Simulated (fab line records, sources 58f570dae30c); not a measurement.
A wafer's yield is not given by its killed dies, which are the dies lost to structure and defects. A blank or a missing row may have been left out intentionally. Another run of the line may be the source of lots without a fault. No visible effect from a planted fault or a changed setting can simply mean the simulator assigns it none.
Which of the tools did it? || flow berkeleyCmos170 || 11 lots, 33 wafers sampled, at 4 steps of a route of 331

== WHAT EACH GAUGE READ, for each wafer ==
UCB170_NWELL_OVL_MEAS_12.
{"lot": "L239", "measured": "day 2 05:18", "on": "overlay-01", "NWELL_OVL (nm)": "8 -3 0"}
{"lot": "L240", "measured": "day 2 12:18", "on": "overlay-02", "NWELL_OVL (nm)": "-6 -1 0"}
{"lot": "L241", "measured": "day 2 19:25", "on": "overlay-02", "NWELL_OVL (nm)": "5 8 -1"}
{"lot": "L243", "measured": "day 3 00:17", "on": "overlay-02", "NWELL_OVL (nm)": "-1 -4 5"}
{"lot": "L242", "measured": "day 3 00:32", "on": "overlay-01", "NWELL_OVL (nm)": "6 -5 -2"}
{"lot": "L244", "measured": "day 3 08:41", "on": "overlay-01", "NWELL_OVL (nm)": "4 -2 3"}
{"lot": "L245", "measured": "day 3 13:17", "on": "overlay-02", "NWELL_OVL (nm)": "8 1 8"}
{"lot": "L246", "measured": "day 3 17:58", "on": "overlay-01", "NWELL_OVL (nm)": "4 4 4"}
{"lot": "L256", "measured": "day 5 19:02", "on": "overlay-02", "NWELL_OVL (nm)": "4 6 6"}
{"lot": "L257", "measured": "day 5 23:29", "on": "overlay-02", "NWELL_OVL (nm)": "0 -3 -8"}
{"lot": "L261", "measured": "day 7 00:32", "on": "overlay-02", "NWELL_OVL (nm)": "3 5 7"}

UCB170_ACTIVE_THK_MEAS_03.
{"lot": "L239", "measured": "day 4 08:53", "on": "filmMetro-03", "ACTIVE_OXIDE_THK (nm)": "26.3 26.8 26.2"}
{"lot": "L240", "measured": "day 4 08:53", "on": "filmMetro-02", "ACTIVE_OXIDE_THK (nm)": "26.2 26.0 26.5"}
{"lot": "L241", "measured": "day 4 15:56", "on": "filmMetro-02", "ACTIVE_OXIDE_THK (nm)": "26.2 26.0 25.5"}
{"lot": "L243", "measured": "day 4 15:56", "on": "filmMetro-01", "ACTIVE_OXIDE_THK (nm)": "25.0 24.9 24.9"}
{"lot": "L242", "measured": "day 4 15:56", "on": "filmMetro-03", "ACTIVE_OXIDE_THK (nm)": "25.4 25.7 25.9"}
{"lot": "L244", "measured": "day 5 00:44", "on": "filmMetro-02", "ACTIVE_OXIDE_THK (nm)": "25.8 26.4 26.0"}
{"lot": "L245", "measured": "day 5 00:43", "on": "filmMetro-03", "ACTIVE_OXIDE_THK (nm)": "26.3 26.8 26.3"}
{"lot": "L246", "measured": "day 5 11:10", "on": "filmMetro-03", "ACTIVE_OXIDE_THK (nm)": "26.1 26.0 26.0"}
{"lot": "L256", "measured": "day 7 08:40", "on": "filmMetro-02", "ACTIVE_OXIDE_THK (nm)": "30.5 29.7 30.4"}
{"lot": "L257", "measured": "day 7 14:22", "on": "filmMetro-02", "ACTIVE_OXIDE_THK (nm)": "30.4 30.0 30.1"}
{"lot": "L261", "measured": "day 8 19:34", "on": "filmMetro-01", "ACTIVE_OXIDE_THK (nm)": "27.4 27.3 27.2"}

UCB170_FIELD_THK_MEAS_90.
{"lot": "L239", "measured": "day 5 11:31", "on": "filmMetro-04", "FIELD_OXIDE_LEFT_1_THK (nm)": "457 449 452"}
{"lot": "L240", "measured": "day 5 11:31", "on": "filmMetro-01", "FIELD_OXIDE_LEFT_1_THK (nm)": "437 435 436"}
{"lot": "L241", "measured": "day 5 14:11", "on": "filmMetro-01", "FIELD_OXIDE_LEFT_1_THK (nm)": "420 429 425"}
{"lot": "L243", "measured": "day 5 14:11", "on": "filmMetro-02", "FIELD_OXIDE_LEFT_1_THK (nm)": "435 429 437"}
{"lot": "L242", "measured": "day 5 14:14", "on": "filmMetro-01", "FIELD_OXIDE_LEFT_1_THK (nm)": "438 432 435"}
{"lot": "L244", "measured": "day 5 20:58", "on": "filmMetro-04", "FIELD_OXIDE_LEFT_1_THK (nm)": "429 418 430"}
{"lot": "L245", "measured": "day 5 20:56", "on": "filmMetro-01", "FIELD_OXIDE_LEFT_1_THK (nm)": "428 436 440"}
{"lot": "L246", "measured": "day 6 11:16", "on": "filmMetro-04", "FIELD_OXIDE_LEFT_1_THK (nm)": "431 433 430"}
{"lot": "L256", "measured": "day 8 06:58", "on": "filmMetro-02", "FIELD_OXIDE_LEFT_1_THK (nm)": "431 438 435"}
{"lot": "L257", "measured": "day 8 11:58", "on": "filmMetro-01", "FIELD_OXIDE_LEFT_1_THK (nm)": "429 438 433"}
{"lot": "L261", "measured": "day 9 18:23", "on": "filmMetro-04", "FIELD_OXIDE_LEFT_1_THK (nm)": "440 440 438"}

== EACH LOT AND THE TOOL THAT RAN IT (in order: tool; ch and the chambers of the sampled wafers; start) ==
{"lot": "L239", "UCB170_ZERO_ETCH_06": "rieDiel-04 ch 0,2,3, day 1 17:39"}
{"lot": "L240", "UCB170_ZERO_ETCH_06": "rieDiel-01 ch 0,2,3, day 2 00:30"}
{"lot": "L241", "UCB170_ZERO_ETCH_06": "rieDiel-02 ch 1,2, day 2 04:28"}
{"lot": "L243", "UCB170_ZERO_ETCH_06": "rieDiel-01 ch 0,2, day 2 11:46"}
{"lot": "L242", "UCB170_ZERO_ETCH_06": "rieDiel-02 ch 0,1,2, day 2 12:03"}
{"lot": "L244", "UCB170_ZERO_ETCH_06": "rieDiel-02 ch 0,3, day 2 21:50"}
{"lot": "L245", "UCB170_ZERO_ETCH_06": "rieDiel-04 ch 0,1,2, day 3 01:51"}
{"lot": "L246", "UCB170_ZERO_ETCH_06": "rieDiel-02 ch 1,2,3, day 3 05:09"}
{"lot": "L256", "UCB170_ZERO_ETCH_06": "rieDiel-04 ch 0,1,2, day 5 08:53"}
{"lot": "L257", "UCB170_ZERO_ETCH_06": "rieDiel-01 ch 0,3, day 5 11:59"}
{"lot": "L261", "UCB170_ZERO_ETCH_06": "rieDiel-02 ch 0,2, day 6 12:58"}
- UCB170_ZERO_ETCH_06: etches SiO2 in CHF3/CF4/Ar, time 12 s.

== AS READ BY THE TOOLS THEMSELVES (means over the sampled wafers that have a number; for cases with no such wafer, the mark the record gives instead) ==
UCB170_ZERO_ETCH_06.
{"lot": "L239", "tool": "rieDiel-04", "drypumpMotorCurrentA (A)": 6.2, "oesProductAu (a.u.)": 0.630, "throttleValvePct (%)": 9.14}
{"lot": "L240", "tool": "rieDiel-01", "drypumpMotorCurrentA (A)": 5.8, "oesProductAu (a.u.)": 0.619, "throttleValvePct (%)": 9.23}
{"lot": "L241", "tool": "rieDiel-02", "drypumpMotorCurrentA (A)": 5.5, "oesProductAu (a.u.)": 0.615, "throttleValvePct (%)": 9.37}
{"lot": "L243", "tool": "rieDiel-01", "drypumpMotorCurrentA (A)": 5.6, "oesProductAu (a.u.)": 0.623, "throttleValvePct (%)": 9.19}
{"lot": "L242", "tool": "rieDiel-02", "drypumpMotorCurrentA (A)": 5.6, "oesProductAu (a.u.)": 0.620, "throttleValvePct (%)": 9.24}
{"lot": "L244", "tool": "rieDiel-02", "drypumpMotorCurrentA (A)": 5.9, "oesProductAu (a.u.)": 0.626, "throttleValvePct (%)": 9.12}
{"lot": "L245", "tool": "rieDiel-04", "drypumpMotorCurrentA (A)": 6.1, "oesProductAu (a.u.)": 0.624, "throttleValvePct (%)": 9.18}
{"lot": "L246", "tool": "rieDiel-02", "drypumpMotorCurrentA (A)": 5.8, "oesProductAu (a.u.)": 0.625, "throttleValvePct (%)": 9.21}
{"lot": "L256", "tool": "rieDiel-04", "drypumpMotorCurrentA (A)": 6.1, "oesProductAu (a.u.)": 0.620, "throttleValvePct (%)": 9.17}
{"lot": "L257", "tool": "rieDiel-01", "drypumpMotorCurrentA (A)": 6.0, "oesProductAu (a.u.)": 0.618, "throttleValvePct (%)": 9.26}
{"lot": "L261", "tool": "rieDiel-02", "drypumpMotorCurrentA (A)": 5.6, "oesProductAu (a.u.)": 0.614, "throttleValvePct (%)": 9.42}

== THE ANSWER, worked out from the rows above alone ==
Rule: the lots themselves supply what counts as usual. Put in order of their means at a reading, lots are off if they are a third of the lots or fewer, leave a main group of 4 or more, and stand apart from it by a gap of 3 or more times the standard deviation of the main group's means; of several such gaps the widest counts. If all means in a main group match to the digits the tables above print for the reading, that group is not used. Also off: a lot with no number at a reading for which 4 or more lots have one. Where the step has rows for the other lots, those lots are counted as sound. Order of review: gauges by route order, followed by the tools' own readings, for which a lot's mean as printed above is used. The first step at which some lot is off is used, and at that step the reading that is off furthest; a lot without a number counts as furthest.
Off: L256, L257, seen at UCB170_ACTIVE_THK_MEAS_03 (ACTIVE_OXIDE_THK). Mean 26.1 nm and standard deviation 0.61 in the main group.
A tool fits if, at a process step before that reading, it ran every lot that is off, and no sound lot after the first of them. The gauges at UCB170_ACTIVE_THK_MEAS_03 are tried like those tools. One fits: UCB170_ACTIVE_THK_MEAS_03 on filmMetro-02. A fault onset in the window from L244 (day 5 00:44, its last sound lot) to L256 (day 7 08:40, its first lot off) fits.

== WHAT WAS PUT IN BY THE SIMULATOR ==
Metrology matching offset: filmMetro-02, from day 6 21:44 on, at UCB170_ACTIVE_THK_MEAS_03. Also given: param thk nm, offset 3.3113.
Struck lots among those shown: L256, L257. The same result came from the rule above.
